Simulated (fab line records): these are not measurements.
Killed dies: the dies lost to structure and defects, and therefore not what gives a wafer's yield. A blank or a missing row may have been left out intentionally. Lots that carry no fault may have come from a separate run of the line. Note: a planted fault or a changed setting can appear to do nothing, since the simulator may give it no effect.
fab line records | flow berkeleyCmos170
record: lots: 14 | wafers: 42 | lastDay: 13
route steps=331 shown SDANNEAL@205 PSD@206 NSD@207 PLDD@208 V2@296 M3@312
lots that met no fault: taken from a fault-free run of the same line
startH: start of the lot's first displayed wafer, in hours after the record's first day | waitH: hours elapsed since this lot's preceding step | " repeats the value in the row above | L1.1+2: a single row standing in for several wafers | - no value present, or no start provided | * or withheld: withheld | < > ~ a bound
route shown NAME@n: names a module that has steps shown in the file, with the first one's number in the route | usual: mean/standard deviation taken from wafers without a fault | same: alike in all rows | chamber/n: place in a boat | sites: the reading at each site | _std_site: standard deviation across them | _edge_site: outer sites' mean less inner sites' | radiusMm: for every site, how far away it sits from the centre of the wafer | mask NAME#n: copy n | behind: tool/chamber where the wafer was last shaped | hold: what put the lot on hold/how long, in hours/how the hold closed | device: transistor that didn't switch, given as n, p or np | end of line: at the end of the route, the tests of the same wafers | where a step has no rows: the recipe by itself | killed: not the wafer's yield, but the dies lost to structure and defects at the first sort | map: dies across one wafer; x = killed, . = not, _ = none there
set.NAME: setting as actually run; set.NAME@STEP: the setting as run at that earlier step | model.NAME: the simulator's own value behind a step, which no gauge read
route steps across a sampled set of lots; one table per step, one row per wafer
== steps ==
step: UCB170_SDANNEAL_RTA_01
recipe: tempC: 1050 | timeS: 5 | ambient: N2
usual: lampPowerPct: 34.1/0.46 | wafer_temp_C_max: 1055.1/1.3
lot.wafer | tool         | chamber | startH | waitH | lampPowerPct | wafer_temp_C_max
L778.2    | rtpAnneal-02 | 0       | 174.04 | 0.1   | 34.5         | 1052.5
L778.5    | "            | 0       | "      | "     | 34.5         | 1054.0
L778.6    | "            | 0       | "      | "     | 34.5         | 1054.1
L779.1    | rtpAnneal-02 | 0       | 186.35 | 0.1   | 34.5         | 1055.6
L779.3    | "            | 0       | "      | "     | 34.5         | 1054.4
L779.4    | "            | 0       | "      | "     | 34.5         | 1055.2
L780.1    | rtpAnneal-01 | 0       | 187.10 | 0.1   | 33.7         | 1055.1
L780.2    | "            | 0       | "      | "     | 33.6         | 1056.6
L780.6    | "            | 0       | "      | "     | 33.6         | 1056.1
L782.3    | rtpAnneal-01 | 0       | 187.51 | 0.1   | 33.6         | 1056.0
L782.5    | "            | 0       | "      | "     | 33.6         | 1056.1
L782.6    | "            | 0       | "      | "     | 33.6         | 1058.3
L781.3    | rtpAnneal-02 | 0       | 187.95 | 0.1   | 34.5         | 1053.8
L781.5    | "            | 0       | "      | "     | 34.5         | 1053.3
L781.6    | "            | 0       | "      | "     | 34.6         | 1054.0
L784.1    | rtpAnneal-01 | 0       | 212.37 | 0.1   | 33.6         | 1055.0
L784.5    | "            | 0       | "      | "     | 33.6         | 1055.9
L784.6    | "            | 0       | "      | "     | 33.6         | 1056.2
L785.2    | rtpAnneal-02 | 0       | 212.83 | 0.1   | 34.5         | 1053.2
L785.5    | "            | 0       | "      | "     | 34.5         | 1053.5
L785.6    | "            | 0       | "      | "     | 34.5         | 1053.8
L786.1    | rtpAnneal-01 | 0       | 212.88 | 0.1   | 33.5         | 1054.9
L786.3    | "            | 0       | "      | "     | 33.6         | 1057.1
L786.6    | "            | 0       | "      | "     | 33.6         | 1056.6
L789.2    | rtpAnneal-02 | 0       | 231.20 | 0.1   | 34.5         | 1054.2
L789.4    | "            | 0       | "      | "     | 34.5         | 1053.8
L789.5    | "            | 0       | "      | "     | 34.5         | 1054.7
L791.2    | rtpAnneal-02 | 0       | 243.00 | 0.1   | 36.8         | 1080.0
L791.4    | "            | 0       | "      | "     | 36.9         | 1078.4
L791.5    | "            | 0       | "      | "     | 36.8         | 1080.7
L793.1    | rtpAnneal-02 | 0       | 243.39 | 0.1   | 36.7         | 1080.3
L793.3    | "            | 0       | "      | "     | 36.8         | 1078.7
L793.5    | "            | 0       | "      | "     | 36.8         | 1078.9
L798.3    | rtpAnneal-01 | 0       | 270.60 | 0.1   | 33.6         | 1055.3
L798.5    | "            | 0       | "      | "     | 33.6         | 1056.9
L798.6    | "            | 0       | "      | "     | 33.6         | 1057.5
L797.2    | rtpAnneal-01 | 0       | 271.23 | 0.1   | 33.6         | 1056.7
L797.3    | "            | 0       | "      | "     | 33.6         | 1055.7
L797.4    | "            | 0       | "      | "     | 33.6         | 1055.4
L801.1    | rtpAnneal-01 | 0       | 281.02 | 0.1   | 33.5         | 1056.5
L801.2    | "            | 0       | "      | "     | 33.6         | 1054.6
L801.5    | "            | 0       | "      | "     | 33.6         | 1057.0
step: UCB170_SDANNEAL_RS_MEAS_02
recipe: thkMeasGauge: four-point-probe
usual: PSD_RS: 75.56/0.27
lot.wafer | tool         | chamber | startH | waitH | PSD_RS[ohm/sq]
L778.2    | filmMetro-04 | -       | 174.16 | 0.1   | 75.32
L778.5    | "            | -       | "      | "     | 75.78
L778.6    | "            | -       | "      | "     | 75.39
L779.1    | filmMetro-04 | -       | 186.40 | 0.0   | 75.60
L779.3    | "            | -       | "      | "     | 75.72
L779.4    | "            | -       | "      | "     | 75.50
L780.1    | filmMetro-04 | -       | 187.16 | 0.1   | 75.31
L780.2    | "            | -       | "      | "     | 75.24
L780.6    | "            | -       | "      | "     | 75.30
L782.3    | filmMetro-03 | -       | 187.59 | 0.1   | 75.68
L782.5    | "            | -       | "      | "     | 75.78
L782.6    | "            | -       | "      | "     | 75.78
L781.3    | filmMetro-02 | -       | 188.03 | 0.1   | 75.27
L781.5    | "            | -       | "      | "     | 75.52
L781.6    | "            | -       | "      | "     | 75.40
L784.1    | filmMetro-02 | -       | 212.43 | 0.0   | 75.58
L784.5    | "            | -       | "      | "     | 75.55
L784.6    | "            | -       | "      | "     | 76.04
L785.2    | filmMetro-04 | -       | 212.90 | 0.1   | 75.23
L785.5    | "            | -       | "      | "     | 75.36
L785.6    | "            | -       | "      | "     | 75.44
L786.1    | filmMetro-03 | -       | 212.94 | 0.0   | 75.48
L786.3    | "            | -       | "      | "     | 75.32
L786.6    | "            | -       | "      | "     | 75.33
L789.2    | filmMetro-03 | -       | 231.27 | 0.1   | 75.51
L789.4    | "            | -       | "      | "     | 75.45
L789.5    | "            | -       | "      | "     | 75.88
L791.2    | filmMetro-04 | -       | 243.07 | 0.1   | 65.07
L791.4    | "            | -       | "      | "     | 65.37
L791.5    | "            | -       | "      | "     | 65.28
L793.1    | filmMetro-02 | -       | 243.45 | 0.0   | 65.10
L793.3    | "            | -       | "      | "     | 65.14
L793.5    | "            | -       | "      | "     | 65.19
L798.3    | filmMetro-03 | -       | 270.68 | 0.1   | 76.01
L798.5    | "            | -       | "      | "     | 75.55
L798.6    | "            | -       | "      | "     | 76.10
L797.2    | filmMetro-03 | -       | 271.30 | 0.1   | 75.25
L797.3    | "            | -       | "      | "     | 75.38
L797.4    | "            | -       | "      | "     | 75.70
L801.1    | filmMetro-04 | -       | 281.08 | 0.0   | 75.52
L801.2    | "            | -       | "      | "     | 75.57
L801.5    | "            | -       | "      | "     | 75.52
step: UCB170_SDANNEAL_RS_MEAS_03
recipe: thkMeasGauge: four-point-probe
usual: NSD_RS: 37.29/0.072
lot.wafer | tool         | chamber | startH | waitH | NSD_RS[ohm/sq]
L778.2    | filmMetro-04 | -       | 174.28 | 0.1   | 37.24
L778.5    | "            | -       | "      | "     | 37.30
L778.6    | "            | -       | "      | "     | 37.24
L779.1    | filmMetro-04 | -       | 186.52 | 0.1   | 37.27
L779.3    | "            | -       | "      | "     | 37.16
L779.4    | "            | -       | "      | "     | 37.18
L780.1    | filmMetro-04 | -       | 187.28 | 0.1   | 37.28
L780.2    | "            | -       | "      | "     | 37.28
L780.6    | "            | -       | "      | "     | 37.25
L782.3    | filmMetro-03 | -       | 187.71 | 0.1   | 37.31
L782.5    | "            | -       | "      | "     | 37.30
L782.6    | "            | -       | "      | "     | 37.34
L781.3    | filmMetro-02 | -       | 188.15 | 0.1   | 37.40
L781.5    | "            | -       | "      | "     | 37.35
L781.6    | "            | -       | "      | "     | 37.39
L784.1    | filmMetro-02 | -       | 212.55 | 0.1   | 37.35
L784.5    | "            | -       | "      | "     | 37.37
L784.6    | "            | -       | "      | "     | 37.39
L785.2    | filmMetro-04 | -       | 213.02 | 0.1   | 37.24
L785.5    | "            | -       | "      | "     | 37.24
L785.6    | "            | -       | "      | "     | 37.17
L786.1    | filmMetro-03 | -       | 213.06 | 0.1   | 37.33
L786.3    | "            | -       | "      | "     | 37.29
L786.6    | "            | -       | "      | "     | 37.24
L789.2    | filmMetro-03 | -       | 231.39 | 0.1   | 37.42
L789.4    | "            | -       | "      | "     | 37.32
L789.5    | "            | -       | "      | "     | 37.44
L791.2    | filmMetro-04 | -       | 243.19 | 0.1   | 35.69
L791.4    | "            | -       | "      | "     | 35.69
L791.5    | "            | -       | "      | "     | 35.65
L793.1    | filmMetro-02 | -       | 243.57 | 0.1   | 35.75
L793.3    | "            | -       | "      | "     | 35.78
L793.5    | "            | -       | "      | "     | 35.79
L798.3    | filmMetro-03 | -       | 270.80 | 0.1   | 37.26
L798.5    | "            | -       | "      | "     | 37.31
L798.6    | "            | -       | "      | "     | 37.31
L797.2    | filmMetro-03 | -       | 271.42 | 0.1   | 37.32
L797.3    | "            | -       | "      | "     | 37.27
L797.4    | "            | -       | "      | "     | 37.43
L801.1    | filmMetro-04 | -       | 281.20 | 0.1   | 37.18
L801.2    | "            | -       | "      | "     | 37.29
L801.5    | "            | -       | "      | "     | 37.36
step: UCB170_SDANNEAL_RS_MEAS_04
recipe: thkMeasGauge: four-point-probe
usual: PLDD_RS: 1031.9/2.4
lot.wafer | tool         | chamber | startH | waitH | PLDD_RS[ohm/sq]
L778.2    | filmMetro-04 | -       | 174.40 | 0.1   | 1031.9
L778.5    | "            | -       | "      | "     | 1031.3
L778.6    | "            | -       | "      | "     | 1029.9
L779.1    | filmMetro-04 | -       | 186.64 | 0.1   | 1030.8
L779.3    | "            | -       | "      | "     | 1029.4
L779.4    | "            | -       | "      | "     | 1031.1
L780.1    | filmMetro-04 | -       | 187.40 | 0.1   | 1033.4
L780.2    | "            | -       | "      | "     | 1034.5
L780.6    | "            | -       | "      | "     | 1032.8
L782.3    | filmMetro-03 | -       | 187.83 | 0.1   | 1034.8
L782.5    | "            | -       | "      | "     | 1033.8
L782.6    | "            | -       | "      | "     | 1034.1
L781.3    | filmMetro-02 | -       | 188.27 | 0.1   | 1035.0
L781.5    | "            | -       | "      | "     | 1033.2
L781.6    | "            | -       | "      | "     | 1032.6
L784.1    | filmMetro-02 | -       | 212.67 | 0.1   | 1032.7
L784.5    | "            | -       | "      | "     | 1034.7
L784.6    | "            | -       | "      | "     | 1031.9
L785.2    | filmMetro-04 | -       | 213.14 | 0.1   | 1031.3
L785.5    | "            | -       | "      | "     | 1034.0
L785.6    | "            | -       | "      | "     | 1030.6
L786.1    | filmMetro-03 | -       | 213.18 | 0.1   | 1033.0
L786.3    | "            | -       | "      | "     | 1033.1
L786.6    | "            | -       | "      | "     | 1030.9
L789.2    | filmMetro-03 | -       | 231.51 | 0.1   | 1027.9
L789.4    | "            | -       | "      | "     | 1026.9
L789.5    | "            | -       | "      | "     | 1033.9
L791.2    | filmMetro-04 | -       | 243.31 | 0.1   | 1010.3
L791.4    | "            | -       | "      | "     | 1011.3
L791.5    | "            | -       | "      | "     | 1011.4
L793.1    | filmMetro-02 | -       | 243.69 | 0.1   | 1009.4
L793.3    | "            | -       | "      | "     | 1009.4
L793.5    | "            | -       | "      | "     | 1009.5
L798.3    | filmMetro-03 | -       | 270.92 | 0.1   | 1033.1
L798.5    | "            | -       | "      | "     | 1030.6
L798.6    | "            | -       | "      | "     | 1031.8
L797.2    | filmMetro-03 | -       | 271.54 | 0.1   | 1029.5
L797.3    | "            | -       | "      | "     | 1032.6
L797.4    | "            | -       | "      | "     | 1034.1
L801.1    | filmMetro-04 | -       | 281.32 | 0.1   | 1026.4
L801.2    | "            | -       | "      | "     | 1029.4
L801.5    | "            | -       | "      | "     | 1029.7
step: UCB170_V2_THK_MEAS_04
recipe: reads: SiO2_of_V2_CVD_00
usual: V2_POLISHED_THK: 999.7/1.4
lot.wafer | tool         | chamber | startH | waitH | V2_POLISHED_THK[nm]
L778.2    | filmMetro-03 | -       | 189.08 | 0.1   | 1000.6
L778.5    | "            | -       | "      | "     | 999.1
L778.6    | "            | -       | "      | "     | 1001.0
L779.1    | filmMetro-03 | -       | 207.19 | 0.1   | 998.2
L779.3    | "            | -       | "      | "     | 999.6
L779.4    | "            | -       | "      | "     | 998.7
L782.3    | filmMetro-02 | -       | 209.01 | 0.1   | 1000.0
L782.5    | "            | -       | "      | "     | 997.4
L782.6    | "            | -       | "      | "     | 999.8
L780.1    | filmMetro-02 | -       | 209.43 | 0.1   | 1001.5
L780.2    | "            | -       | "      | "     | 998.2
L780.6    | "            | -       | "      | "     | 1001.1
L781.3    | filmMetro-01 | -       | 210.00 | 0.1   | 999.4
L781.5    | "            | -       | "      | "     | 998.7
L781.6    | "            | -       | "      | "     | 1001.4
L785.2    | filmMetro-01 | -       | 229.47 | 0.1   | 999.4
L785.5    | "            | -       | "      | "     | 1001.2
L785.6    | "            | -       | "      | "     | 1000.6
L786.1    | filmMetro-03 | -       | 232.97 | 0.1   | 1001.0
L786.3    | "            | -       | "      | "     | 999.1
L786.6    | "            | -       | "      | "     | 998.6
L784.1    | filmMetro-03 | -       | 233.64 | 0.1   | 1001.9
L784.5    | "            | -       | "      | "     | 1000.2
L784.6    | "            | -       | "      | "     | 1002.0
L789.2    | filmMetro-03 | -       | 247.25 | 0.1   | 1003.2
L789.4    | "            | -       | "      | "     | 1001.2
L789.5    | "            | -       | "      | "     | 999.2
L791.2    | filmMetro-02 | -       | 257.94 | 0.1   | 999.6
L791.4    | "            | -       | "      | "     | 999.0
L791.5    | "            | -       | "      | "     | 998.2
L793.1    | filmMetro-03 | -       | 262.03 | 0.1   | 999.1
L793.3    | "            | -       | "      | "     | 1000.1
L793.5    | "            | -       | "      | "     | 998.7
L798.3    | filmMetro-01 | -       | 287.66 | 0.1   | 998.0
L798.5    | "            | -       | "      | "     | 999.6
L798.6    | "            | -       | "      | "     | 1000.2
L797.2    | filmMetro-02 | -       | 290.42 | 0.1   | 997.9
L797.3    | "            | -       | "      | "     | 1000.7
L797.4    | "            | -       | "      | "     | 997.9
L801.1    | filmMetro-03 | -       | 297.54 | 0.1   | 996.5
L801.2    | "            | -       | "      | "     | 1000.9
L801.5    | "            | -       | "      | "     | 997.7
step: UCB170_M3_THK_MEAS_03
recipe: thkMeasGauge: xrf | reads: Al_of_M3_SPUTTER_01
usual: M3_AL_THK: 874/12
lot.wafer | tool         | chamber | startH | waitH | M3_AL_THK[nm]
L778.2    | filmMetro-04 | -       | 192.53 | 0.1   | 882
L778.5    | "            | -       | "      | "     | 863
L778.6    | "            | -       | "      | "     | 872
L779.1    | filmMetro-04 | -       | 209.45 | 0.1   | 878
L779.3    | "            | -       | "      | "     | 873
L779.4    | "            | -       | "      | "     | 864
L782.3    | filmMetro-04 | -       | 211.25 | 0.1   | 881
L782.5    | "            | -       | "      | "     | 876
L782.6    | "            | -       | "      | "     | 884
L780.1    | filmMetro-03 | -       | 211.85 | 0.1   | 879
L780.2    | "            | -       | "      | "     | 879
L780.6    | "            | -       | "      | "     | 888
L781.3    | filmMetro-04 | -       | 212.42 | 0.1   | 883
L781.5    | "            | -       | "      | "     | 874
L781.6    | "            | -       | "      | "     | 891
L785.2    | filmMetro-02 | -       | 232.84 | 0.1   | 849
L785.5    | "            | -       | "      | "     | 861
L785.6    | "            | -       | "      | "     | 867
L786.1    | filmMetro-04 | -       | 234.87 | 0.1   | 893
L786.3    | "            | -       | "      | "     | 896
L786.6    | "            | -       | "      | "     | 890
L784.1    | filmMetro-03 | -       | 235.77 | 0.1   | 872
L784.5    | "            | -       | "      | "     | 873
L784.6    | "            | -       | "      | "     | 869
L789.2    | filmMetro-03 | -       | 249.51 | 0.1   | 869
L789.4    | "            | -       | "      | "     | 882
L789.5    | "            | -       | "      | "     | 891
L791.2    | filmMetro-03 | -       | 259.97 | 0.1   | 888
L791.4    | "            | -       | "      | "     | 891
L791.5    | "            | -       | "      | "     | 897
L793.1    | filmMetro-02 | -       | 264.43 | 0.1   | 875
L793.3    | "            | -       | "      | "     | 872
L793.5    | "            | -       | "      | "     | 882
L798.3    | filmMetro-03 | -       | 289.72 | 0.1   | 872
L798.5    | "            | -       | "      | "     | 866
L798.6    | "            | -       | "      | "     | 882
L797.2    | filmMetro-02 | -       | 292.39 | 0.1   | 871
L797.3    | "            | -       | "      | "     | 836
L797.4    | "            | -       | "      | "     | 860
L801.1    | filmMetro-02 | -       | 299.60 | 0.1   | 873
L801.2    | "            | -       | "      | "     | 870
L801.5    | "            | -       | "      | "     | 879
step: UCB170_M3_CD_MEAS_90
recipe: targetCdNm: 700
usual: cdNm: 701/3.1
lot.wafer | tool     | chamber | startH | waitH | cdNm
L778.2    | cdSem-01 | -       | 194.78 | 0.1   | 707
L778.5    | "        | -       | "      | "     | 708
L778.6    | "        | -       | "      | "     | 702
L779.1    | cdSem-02 | -       | 212.58 | 0.1   | 704
L779.3    | "        | -       | "      | "     | 705
L779.4    | "        | -       | "      | "     | 696
L782.3    | cdSem-02 | -       | 214.04 | 0.1   | 701
L782.5    | "        | -       | "      | "     | 705
L782.6    | "        | -       | "      | "     | 700
L780.1    | cdSem-02 | -       | 214.54 | 0.1   | 698
L780.2    | "        | -       | "      | "     | 700
L780.6    | "        | -       | "      | "     | 701
L781.3    | cdSem-02 | -       | 215.21 | 0.1   | 697
L781.5    | "        | -       | "      | "     | 706
L781.6    | "        | -       | "      | "     | 700
L785.2    | cdSem-01 | -       | 235.18 | 0.1   | 704
L785.5    | "        | -       | "      | "     | 701
L785.6    | "        | -       | "      | "     | 703
L786.1    | cdSem-01 | -       | 237.03 | 0.1   | 697
L786.3    | "        | -       | "      | "     | 700
L786.6    | "        | -       | "      | "     | 700
L784.1    | cdSem-01 | -       | 238.52 | 0.1   | 702
L784.5    | "        | -       | "      | "     | 699
L784.6    | "        | -       | "      | "     | 703
L789.2    | cdSem-02 | -       | 251.76 | 0.1   | 701
L789.4    | "        | -       | "      | "     | 702
L789.5    | "        | -       | "      | "     | 697
L791.2    | cdSem-01 | -       | 262.27 | 0.1   | 701
L791.4    | "        | -       | "      | "     | 699
L791.5    | "        | -       | "      | "     | 696
L793.1    | cdSem-02 | -       | 266.95 | 0.2   | 704
L793.3    | "        | -       | "      | "     | 701
L793.5    | "        | -       | "      | "     | 703
L798.3    | cdSem-01 | -       | 291.91 | 0.1   | 697
L798.5    | "        | -       | "      | "     | 695
L798.6    | "        | -       | "      | "     | 698
L797.2    | cdSem-01 | -       | 296.03 | 0.1   | 700
L797.3    | "        | -       | "      | "     | 704
L797.4    | "        | -       | "      | "     | 699
L801.1    | cdSem-02 | -       | 302.30 | 0.1   | 697
L801.2    | "        | -       | "      | "     | 699
L801.5    | "        | -       | "      | "     | 700
== key ==
firstSign: step: UCB170_SDANNEAL_RTA_01 | reading: wafer_temp_C_max | direction: up | sigmas: 19 | usual: * | struck: *
effect: step: UCB170_SDANNEAL_RTA_01 | reading: lampPowerPct | direction: up | sigmas: 5.9 | usual: 34.1 | struck: 36.8
effect: step: UCB170_SDANNEAL_RS_MEAS_02 | reading: PSD_RS | direction: down | sigmas: 38 | usual: 75.56 | struck: 65.19
effect: step: UCB170_SDANNEAL_RS_MEAS_03 | reading: NSD_RS | direction: down | sigmas: 22 | usual: 37.29 | struck: 35.72
effect: step: UCB170_SDANNEAL_RS_MEAS_04 | reading: PLDD_RS | direction: down | sigmas: 9.1 | usual: 1031.9 | struck: 1010.2
metAt UCB170_SDANNEAL_RTA_01
struckLots L791,L793
testerLeftOut L791,L793
notActingAt UCB170_V2_THK_MEAS_04,UCB170_M3_THK_MEAS_03,UCB170_M3_CD_MEAS_90
onsetBetween 231.20 243.00
fault: kind: processParameterDrift | tool: rtpAnneal-02 | chamber: - | onsetH: 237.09 | steps: UCB170_SDANNEAL_RTA_01 | channel: tempC | offset: * | shape: step | endH: 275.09 | actsIn: * | stated: *
testerLeftOut: of these lots the tester's yield and bins aren't shown, on N5 and GAA mostly nor the transistor test; their killed dies are dies lost to structure and defects alone, not to doping, threshold or leakage, so they don't give the yield
